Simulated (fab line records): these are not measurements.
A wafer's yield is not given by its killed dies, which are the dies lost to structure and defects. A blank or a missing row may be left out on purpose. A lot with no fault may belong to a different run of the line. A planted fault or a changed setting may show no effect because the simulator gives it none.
fab line records -- flow berkeleyCmos170
[record] lots = 5, wafers = 27
route steps=331 shown M3@310
startH: the number of hours between the record's first day and the start of the first shown wafer of the lot -- waitH: time in hours since the lot's previous step -- " as in the row above -- L1.1+2: several wafers, shown together as one row -- - no value present, or no start provided -- * or withheld: withheld -- < > ~ a bound
route shown NAME@n: NAME is a module with steps in the file, n the number in the route of the first one -- usual: average and standard deviation across the fault-free wafers -- same: alike in all rows -- chamber/n: place in a boat -- sites: per-site readings -- _std_site: how widely they spread, as a standard deviation -- _edge_site: mean of outer sites minus mean of inner sites -- radiusMm: how far each site lies from the wafer's centre -- mask NAME#n: copy n -- behind: tool/chamber where the wafer was last shaped -- hold: the reason the lot was held/the length of the hold in hours/how it ended -- device: whichever transistor did not switch (one of n, p or np) -- end of line: tests run on the same wafers once the route is complete -- for a step that has no rows: nothing shown but its recipe -- killed: dies that structure and defects cost at the first sort, which is not the same as the wafer's yield -- map: the dies of a wafer, with x for killed, . for not killed, _ for no die there
set.NAME: setting as actually run; set.NAME@STEP: the setting as run at that earlier step -- model.NAME: the simulator's own value behind a step, which no gauge read
lots with deliberately changed settings; one table per step, one row per wafer
[[steps]]
[step UCB170_M3_SPUTTER_01]
[recipe] material = Al, targetThkNm = 900, timeS = 120, powerW = 6000, chamberPressurePa = 0.5
lot.wafer,tool,chamber,startH,waitH,set.timeS,model.Al_of_M3_SPUTTER_01.thkNm
L076.1,pvdSputter-03,-,231.54,0.0,120,893.4
L076.2,pvdSputter-03,-,231.54,0.0,73.18,548
L076.3,pvdSputter-03,-,231.54,0.0,73.18,551.1
L076.4,pvdSputter-03,-,231.54,0.0,120,895.8
L076.5,pvdSputter-03,-,231.54,0.0,73.18,541.1
L076.6,pvdSputter-03,-,231.54,0.0,120,895.7
L078.2,pvdSputter-03,-,241.96,0.0,120,890.6
L078.3,pvdSputter-03,-,241.96,0.0,120,886.7
L078.5,pvdSputter-03,-,241.96,0.0,120,894.5
L077.1,pvdSputter-03,-,247.66,0.0,167,1242
L077.2,pvdSputter-03,-,247.66,0.0,167,1250
L077.3,pvdSputter-03,-,247.66,0.0,167,1256
L077.4,pvdSputter-03,-,247.66,0.0,120,899.2
L077.5,pvdSputter-03,-,247.66,0.0,120,893.4
L077.6,pvdSputter-03,-,247.66,0.0,120,896.5
L084.1,pvdSputter-04,-,274.74,0.0,165.4,1225
L084.2,pvdSputter-04,-,274.74,0.0,120,904.7
L084.3,pvdSputter-04,-,274.74,0.0,120,883.7
L084.4,pvdSputter-04,-,274.74,0.0,120,892
L084.5,pvdSputter-04,-,274.74,0.0,165.4,1242
L084.6,pvdSputter-04,-,274.74,0.0,165.4,1244
L082.1,pvdSputter-01,-,278.40,0.0,49.1,354
L082.2,pvdSputter-01,-,278.40,0.0,120,883.5
L082.3,pvdSputter-01,-,278.40,0.0,49.1,347.1
L082.4,pvdSputter-01,-,278.40,0.0,120,894.5
L082.5,pvdSputter-01,-,278.40,0.0,120,879.2
L082.6,pvdSputter-01,-,278.40,0.0,49.1,353.1
[step UCB170_M3_RS_MEAS_02]
[recipe] thkMeasGauge = four-point-probe, reads = Al_of_M3_SPUTTER_01
[usual] M3_AL_RS = 0.0324/0.00034
lot.wafer,tool,chamber,startH,waitH,set.timeS@M3_SPUTTER_01,M3_AL_RS[ohm/sq]
L076.1,filmMetro-01,-,231.62,0.0,120,0.0325
L076.2,filmMetro-01,-,231.62,0.0,73.18,0.0533
L076.3,filmMetro-01,-,231.62,0.0,73.18,0.0531
L076.4,filmMetro-01,-,231.62,0.0,120,0.0323
L076.5,filmMetro-01,-,231.62,0.0,73.18,0.0539
L076.6,filmMetro-01,-,231.62,0.0,120,0.0323
L078.2,filmMetro-04,-,242.06,0.1,120,0.0324
L078.3,filmMetro-04,-,242.06,0.1,120,0.0326
L078.5,filmMetro-04,-,242.06,0.1,120,0.0323
L077.1,filmMetro-01,-,247.74,0.0,167,0.0232
L077.2,filmMetro-01,-,247.74,0.0,167,0.0231
L077.3,filmMetro-01,-,247.74,0.0,167,0.0230
L077.4,filmMetro-01,-,247.74,0.0,120,0.0322
L077.5,filmMetro-01,-,247.74,0.0,120,0.0324
L077.6,filmMetro-01,-,247.74,0.0,120,0.0323
L084.1,filmMetro-02,-,274.82,0.0,165.4,0.0236
L084.2,filmMetro-02,-,274.82,0.0,120,0.0320
L084.3,filmMetro-02,-,274.82,0.0,120,0.0328
L084.4,filmMetro-02,-,274.82,0.0,120,0.0324
L084.5,filmMetro-02,-,274.82,0.0,165.4,0.0232
L084.6,filmMetro-02,-,274.82,0.0,165.4,0.0232
L082.1,filmMetro-02,-,278.48,0.0,49.1,0.0832
L082.2,filmMetro-02,-,278.48,0.0,120,0.0327
L082.3,filmMetro-02,-,278.48,0.0,49.1,0.0850
L082.4,filmMetro-02,-,278.48,0.0,120,0.0324
L082.5,filmMetro-02,-,278.48,0.0,120,0.0329
L082.6,filmMetro-02,-,278.48,0.0,49.1,0.0834
[step UCB170_M3_THK_MEAS_03]
[recipe] thkMeasGauge = xrf, reads = Al_of_M3_SPUTTER_01
[usual] M3_AL_THK = 894/9.7
lot.wafer,tool,chamber,startH,waitH,set.timeS@M3_SPUTTER_01,M3_AL_THK[nm]
L076.1,filmMetro-01,-,231.74,0.1,120,894
L076.2,filmMetro-01,-,231.74,0.1,73.18,547
L076.3,filmMetro-01,-,231.74,0.1,73.18,551
L076.4,filmMetro-01,-,231.74,0.1,120,890
L076.5,filmMetro-01,-,231.74,0.1,73.18,542
L076.6,filmMetro-01,-,231.74,0.1,120,890
L078.2,filmMetro-04,-,242.17,0.1,120,889
L078.3,filmMetro-04,-,242.17,0.1,120,893
L078.5,filmMetro-04,-,242.17,0.1,120,895
L077.1,filmMetro-01,-,247.86,0.1,167,1243
L077.2,filmMetro-01,-,247.86,0.1,167,1251
L077.3,filmMetro-01,-,247.86,0.1,167,1257
L077.4,filmMetro-01,-,247.86,0.1,120,898
L077.5,filmMetro-01,-,247.86,0.1,120,899
L077.6,filmMetro-01,-,247.86,0.1,120,897
L084.1,filmMetro-02,-,274.94,0.1,165.4,1229
L084.2,filmMetro-02,-,274.94,0.1,120,900
L084.3,filmMetro-02,-,274.94,0.1,120,882
L084.4,filmMetro-02,-,274.94,0.1,120,888
L084.5,filmMetro-02,-,274.94,0.1,165.4,1242
L084.6,filmMetro-02,-,274.94,0.1,165.4,1245
L082.1,filmMetro-02,-,278.60,0.1,49.1,353
L082.2,filmMetro-02,-,278.60,0.1,120,880
L082.3,filmMetro-02,-,278.60,0.1,49.1,347
L082.4,filmMetro-02,-,278.60,0.1,120,891
L082.5,filmMetro-02,-,278.60,0.1,120,879
L082.6,filmMetro-02,-,278.60,0.1,49.1,354
[step UCB170_M3_HMDS_04]
[recipe] primeTimeS = 60, primeTempC = 100
[step UCB170_M3_COAT_05]
[recipe] resist = KrF, spinRpm = 1500, resistThkNm = 900
[step UCB170_M3_ETCH_17]
[recipe] chemistry = N2/H2, targetDepthA = withheld, overetchA = withheld, target = BARC, timeS = withheld, sourceW = 500, biasW = 100, pressureMtorr = 30, n2FlowSccm = 100, h2FlowSccm = 200
[step UCB170_M3_METAL_ETCH_18]
[recipe] chemistry = Cl2/BCl3, target = Al, stopOn = SiO2, pressureMtorr = 11.8, targetDepthA = 11700, overEtchFrac = 0.3, timeS = 195, icpW = 600, biasW = 120, Cl2_flow_sccm = 90, bcl3FlowSccm = 45
[usual] oesProductAu = 0.848/0.015
lot.wafer,tool,chamber,startH,waitH,set.timeS@M3_SPUTTER_01,oesProductAu
L076.1,rieMetal-03,0,233.67,-,120,0.820
L076.2,rieMetal-03,1,233.67,-,73.18,0.686
L076.3,rieMetal-03,0,233.67,-,73.18,0.645
L076.4,rieMetal-03,1,233.67,-,120,0.878
L076.5,rieMetal-03,0,233.67,-,73.18,0.655
L076.6,rieMetal-03,1,233.67,-,120,0.869
L078.2,rieMetal-01,1,245.62,-,120,0.845
L078.3,rieMetal-01,1,245.62,-,120,0.842
L078.5,rieMetal-01,0,245.62,-,120,0.860
L077.1,rieMetal-03,0,250.07,-,167,0.957
L077.2,rieMetal-03,0,250.07,-,167,0.950
L077.3,rieMetal-03,0,250.07,-,167,0.957
L077.4,rieMetal-03,0,250.07,-,120,0.822
L077.5,rieMetal-03,0,250.07,-,120,0.828
L077.6,rieMetal-03,0,250.07,-,120,0.829
L084.1,rieMetal-03,1,278.22,-,165.4,0.991
L084.2,rieMetal-03,1,278.22,-,120,0.869
L084.3,rieMetal-03,1,278.22,-,120,0.850
L084.4,rieMetal-03,1,278.22,-,120,0.850
L084.5,rieMetal-03,1,278.22,-,165.4,0.976
L084.6,rieMetal-03,1,278.22,-,165.4,0.983
L082.1,rieMetal-04,0,283.39,-,49.1,0.551
L082.2,rieMetal-04,1,283.39,-,120,0.852
L082.3,rieMetal-04,1,283.39,-,49.1,0.559
L082.4,rieMetal-04,0,283.39,-,120,0.830
L082.5,rieMetal-04,0,283.39,-,120,0.826
L082.6,rieMetal-04,1,283.39,-,49.1,0.569
[step UCB170_M3_STRIP_19]
[recipe] chemistry = O2, powerW = 400, pressureMtorr = 3500, platenTempC = withheld, o2FlowSccm = 400, overashFraction = 0.5
[step UCB170_M3_PROBE_99]
lot.wafer,tool,chamber,startH,waitH,set.timeS@SDANNEAL_RTA_01,model.etest.contactPpoly.endOhmUm
L076.1,prober-01,-,234.20,0.1,3.771,248.5
L076.2,prober-01,-,234.25,0.1,3.771,245.4
L076.3,prober-01,-,234.30,0.2,3.771,-
L076.4+6,prober-01,-,234.35,0.2,5,-
L076.5,prober-01,-,234.40,0.2,5,230.7
L078.2,prober-02,-,246.20,0.1,5,247.5
L078.3,prober-02,-,246.25,0.2,5,241.1
L078.5,prober-02,-,246.35,0.2,5,242.2
L077.1,prober-01,-,250.78,0.1,2.216,-
L077.2+4+5,prober-01,-,250.83,0.1,5,-
L077.3,prober-01,-,250.88,0.2,2.216,279.5
L077.6,prober-01,-,251.03,0.2,2.216,272.4
L084.1,prober-01,-,278.94,0.1,5,235.2
L084.2,prober-01,-,278.99,0.1,2.216,292.1
L084.3,prober-01,-,279.04,0.2,2.216,295.8
L084.4,prober-01,-,279.09,0.2,5,239.9
L084.5,prober-01,-,279.14,0.2,2.216,285.5
L084.6,prober-01,-,279.19,0.2,5,225.2
L082.1,prober-01,-,284.01,0.1,3.623,-
L082.2,prober-01,-,284.06,0.1,3.623,281.1
L082.4,prober-01,-,284.16,0.2,3.623,254
L082.5,prober-01,-,284.21,0.2,5,-
L082.6,prober-01,-,284.26,0.2,5,244.7
// killed by level:class
L078.2 GATE:geometricParticle:open=2 GATE:geometricParticle:short=1 SPACER:geometricParticle:short=1 SILICIDE:geometricParticle:open=1
L078.3 GATE:geometricParticle:open=1
L078.5 WELLDRIVE:geometricParticle:open=1 M1:geometricParticle:short=1
[[key]]
[split] step = UCB170_M3_SPUTTER_01, setting = timeS, stated = 120, by = wafer
[response] step = UCB170_M3_SPUTTER_01, reading = model.Al_of_M3_SPUTTER_01.thkNm, change = +9.02, per = 1%, r = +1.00
[response] step = UCB170_M3_RS_MEAS_02, reading = M3_AL_RS, change = -0.00057, per = 1%, r = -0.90
[response] step = UCB170_M3_THK_MEAS_03, reading = M3_AL_THK, change = +9.01, per = 1%, r = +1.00
[response] step = UCB170_M3_METAL_ETCH_18, reading = oesProductAu, change = +0.00422, per = 1%, r = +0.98
split outsideThisFile step=UCB170_SDANNEAL_RTA_01 setting=timeS
// split outsideThisFile: this setting was split too, and the file shows its column; the key of that split is in another file
